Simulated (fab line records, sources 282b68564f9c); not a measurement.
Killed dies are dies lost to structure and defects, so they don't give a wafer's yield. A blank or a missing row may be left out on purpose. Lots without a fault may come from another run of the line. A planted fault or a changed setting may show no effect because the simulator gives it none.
Split-lot experiment | flow rit_cmos | 5 lots, 23 wafers read, on a route of 202 steps

THE SPLIT
At RIT_M1_SPUTTER_00 (material Al, target thk 400 nm, time 500 s), the setting power_w was moved away from the recipe's 2000 W on 11 of the 23 wafers read, by -10.5% to +6.0%. The other wafers ran this setting at the recipe's value.

FROM THE SPLIT TO THE READING: what the file shows between them, 7 steps
- RIT_M1_RS_MEAS_01: measures by four-point-probe
- RIT_M1_THK_MEAS_02: measures by xrf
- RIT_M1_EXPOSE_06: exposes mask M12, target cd 2600 nm (also split here: dose_mj)
- RIT_M1_PEB_07
- RIT_M1_DEVELOP_08: develop time 68 s
- RIT_M1_CD_MEAS_09: target cd 2600 nm
- RIT_M1_HARDBAKE_11: time 120 s

THE READING
oes_product_au, in a.u., at RIT_M1_METAL_ETCH_12 (etches Al in Cl2/BCl3, stops on SiO2, time 165 s, target depth 600 nm). Fault-free wafers of this fab line usually give 0.787 a.u., standard deviation 0.014 a.u..

wafer  | tool, chamber at the split | power_w as run, W | against the recipe | oes_product_au, a.u. | against lot-mates on the recipe
L074.2 | pvd_sputter-04, -          | 2000              | recipe             | 0.753                | -
L074.3 | pvd_sputter-04, -          | 2000              | recipe             | 0.786                | -
L074.5 | pvd_sputter-04, -          | 2000              | recipe             | 0.763                | -
L075.1 | pvd_sputter-03, -          | 1797              | -10.2%             | 0.748                | -0.039
L075.3 | pvd_sputter-03, -          | 2000              | recipe             | 0.788                | -
L075.4 | pvd_sputter-03, -          | 2000              | recipe             | 0.790                | -
L075.5 | pvd_sputter-03, -          | 1797              | -10.2%             | 0.740                | -0.047
L075.6 | pvd_sputter-03, -          | 2000              | recipe             | 0.784                | -
L077.2 | pvd_sputter-03, -          | 2000              | recipe             | 0.763                | -
L077.3 | pvd_sputter-03, -          | 2120              | +6.0%              | 0.813                | +0.042
L077.4 | pvd_sputter-03, -          | 2120              | +6.0%              | 0.792                | +0.022
L077.5 | pvd_sputter-03, -          | 2000              | recipe             | 0.778                | -
L077.6 | pvd_sputter-03, -          | 2120              | +6.0%              | 0.794                | +0.024
L079.1 | pvd_sputter-03, -          | 1800              | -10.0%             | 0.752                | -0.040
L079.3 | pvd_sputter-03, -          | 1800              | -10.0%             | 0.745                | -0.047
L079.4 | pvd_sputter-03, -          | 1800              | -10.0%             | 0.754                | -0.038
L079.5 | pvd_sputter-03, -          | 2000              | recipe             | 0.797                | -
L079.6 | pvd_sputter-03, -          | 2000              | recipe             | 0.787                | -
L084.1 | pvd_sputter-02, -          | 2000              | recipe             | 0.803                | -
L084.3 | pvd_sputter-02, -          | 1790              | -10.5%             | 0.737                | -0.051
L084.4 | pvd_sputter-02, -          | 1790              | -10.5%             | 0.747                | -0.041
L084.5 | pvd_sputter-02, -          | 1790              | -10.5%             | 0.750                | -0.038
L084.6 | pvd_sputter-02, -          | 2000              | recipe             | 0.772                | -

THE FIT
A straight line over all 23 wafers: oes_product_au changes by +0.00328 a.u. for each +1% of power_w; r = +0.86; the points scatter about the line by 0.012 a.u..
The same after taking each lot's own level away (the mean of its wafers on the recipe; 23 wafers): +0.0043 a.u. for each +1%; r = +0.94; scatter 0.009 a.u..
On that fit, the largest move of power_w shifts the reading by 0.045 a.u..
The lots' own levels span 0.7673 to 0.7920 a.u., that is 1.8 times the standard deviation above.
So the lot-to-lot level changes the slope: the two fits differ.
Check: with one of the wafers moved furthest among these (-10.5%) left out of the fit, the line predicts -0.0434 a.u. for it against its lot-mates. It came out at -0.0505 a.u. against them.

OTHER SPLITS ON THESE WAFERS
These wafers also went through other splits before the reading. Each is held against what the fit with the lots' levels taken away leaves over:
other split on the same wafers | wafers away from the commonest value | r with oes_product_au (lot level and that fit taken away)
RIT_M1_EXPOSE_06 dose_mj       | 5                                    | +0.04

THE WHOLE CHAIN: every reading that the file lists as answering this split, in the file's order
step                 | what it does                                                          | reading                                                                     | change (the file's fit)                   | r (the file's)
RIT_M1_SPUTTER_00    | material Al, target thk 400 nm, time 500 s                            | Al_of_M1_SPUTTER_00.thk_nm (the simulator's own value, which no gauge read) | +3.82 nm for each +1% of the setting      | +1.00
RIT_M1_RS_MEAS_01    | measures by four-point-probe                                          | M1_AL_RS                                                                    | -0.000767 for each +1% of the setting     | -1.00
RIT_M1_THK_MEAS_02   | measures by xrf                                                       | M1_AL_THK                                                                   | +3.8 for each +1% of the setting          | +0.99
RIT_M1_METAL_ETCH_12 | etches Al in Cl2/BCl3, stops on SiO2, time 165 s, target depth 600 nm | oes_product_au                                                              | +0.00425 a.u. for each +1% of the setting | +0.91

THE FILE'S OWN FIT
oes_product_au changes by +0.00425 a.u. for each +1% of power_w, r = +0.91.
